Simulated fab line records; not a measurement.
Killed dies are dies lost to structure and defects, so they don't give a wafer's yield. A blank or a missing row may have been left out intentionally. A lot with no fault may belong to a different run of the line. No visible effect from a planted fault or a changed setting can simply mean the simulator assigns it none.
Check of tool commonality	flow ritCmos	14 lots, 42 wafers sampled

## THE REASON FOR OPENING IT
RIT_FOX1_THK_MEAS_01, reading FOX1_OXIDE_THK: flagged on 2 of 14 lots. Wafers without a fault read 350 nm, standard deviation 8.9.
Rule: a lot is flagged in two cases, either no wafer of it has a number, or all its wafers with numbers fall more than 4 standard deviations from that mean. The other lots count as sound.

lot	measured	on	FOX1_OXIDE_THK (nm), wafer by wafer	flag
L885	day 1 21:50	filmMetro-02	343 338 343	
L886	day 2 05:23	filmMetro-03	348 346 349	
L887	day 2 11:47	filmMetro-04	342 339 343	
L889	day 2 19:41	filmMetro-04	340 342 345	
L890	day 3 01:16	filmMetro-03	355 360 359	
L891	day 3 05:08	filmMetro-03	354 350 362	
L893	day 3 15:34	filmMetro-03	346 342 348	
L894	day 3 20:50	filmMetro-04	340 343 337	
L895	day 4 00:43	filmMetro-04	273 269 270	FLAGGED
L897	day 4 10:14	filmMetro-04	263 260 265	FLAGGED
L899	day 4 19:55	filmMetro-02	356 359 345	
L904	day 5 20:54	filmMetro-03	360 360 356	
L906	day 6 06:56	filmMetro-03	351 353 355	
L907	day 6 11:50	filmMetro-03	353 350 357	
The numbers of the flagged lots are 267 nm on average: -83 nm against the usual, or -9 standard deviations.

## LOT BY LOT: THE TOOL USED
The record holds 1 process step before the reading, out of a route of 202 steps. Cell contents, in order: the tool; ch with the chambers the sampled wafers went through; the start.
lot	flag	RIT_FOX1_OXIDATION_00
L885		furnace-03 ch 0, day 1 20:31
L886		furnace-03 ch 0, day 2 04:04
L887		furnace-03 ch 0, day 2 10:28
L889		furnace-03 ch 0, day 2 18:22
L890		furnace-01 ch 0, day 2 23:56
L891		furnace-01 ch 0, day 3 03:47
L893		furnace-03 ch 0, day 3 14:15
L894		furnace-03 ch 0, day 3 19:30
L895	FLAGGED	furnace-03 ch 0, day 3 23:23
L897	FLAGGED	furnace-03 ch 0, day 4 08:53
L899		furnace-04 ch 0, day 4 18:36
L904		furnace-01 ch 0, day 5 19:34
L906		furnace-04 ch 0, day 6 05:38
L907		furnace-04 ch 0, day 6 10:31
These steps, and what they do:
- RIT_FOX1_OXIDATION_00: target thk 350.7 nm, ox time 1130 s.
- RIT_FOX1_THK_MEAS_01

## FLAGGED OVER TOTAL, TOOL BY TOOL (the gauges that took the reading come last)
step	tool	lots run	flagged	share of the flagged lots	sound lots run after its first flagged lot
RIT_FOX1_OXIDATION_00	furnace-01	3	0	none	-
RIT_FOX1_OXIDATION_00	furnace-03	8	2	all	0
RIT_FOX1_OXIDATION_00	furnace-04	3	0	none	-
RIT_FOX1_THK_MEAS_01	filmMetro-02	2	0	none	-
RIT_FOX1_THK_MEAS_01	filmMetro-03	7	0	none	-
RIT_FOX1_THK_MEAS_01	filmMetro-04	5	2	all	0

## WHAT IS ALLOWED BY THE TABLE
In 2 table rows, all flagged lots were run: furnace-03 (RIT_FOX1_OXIDATION_00), filmMetro-04 (RIT_FOX1_THK_MEAS_01).
- furnace-03 at RIT_FOX1_OXIDATION_00: 2 of its 8 lots flagged. Last sound lot L894 at day 3 19:30, first flagged lot L895 at day 3 23:23; a fault beginning in between fits. Its own readings lie more than 4 standard deviations out on every wafer of the flagged lots: spikeTcCentreC, spikeTcLoadC, spikeTcSourceC, tubeCenterTempC, tube_center_temp_C_max.
- filmMetro-04 at RIT_FOX1_THK_MEAS_01: 2 of its 5 lots flagged. Last sound lot L894 at day 3 20:50, first flagged lot L895 at day 4 00:43; a fault beginning in between fits.
A lot count leaves these 2 tools indistinguishable: every one of them fits a fault beginning at some hour. More lots, or a look at what each step does to the wafer, might.

## WHAT THE SIMULATOR PUT IN
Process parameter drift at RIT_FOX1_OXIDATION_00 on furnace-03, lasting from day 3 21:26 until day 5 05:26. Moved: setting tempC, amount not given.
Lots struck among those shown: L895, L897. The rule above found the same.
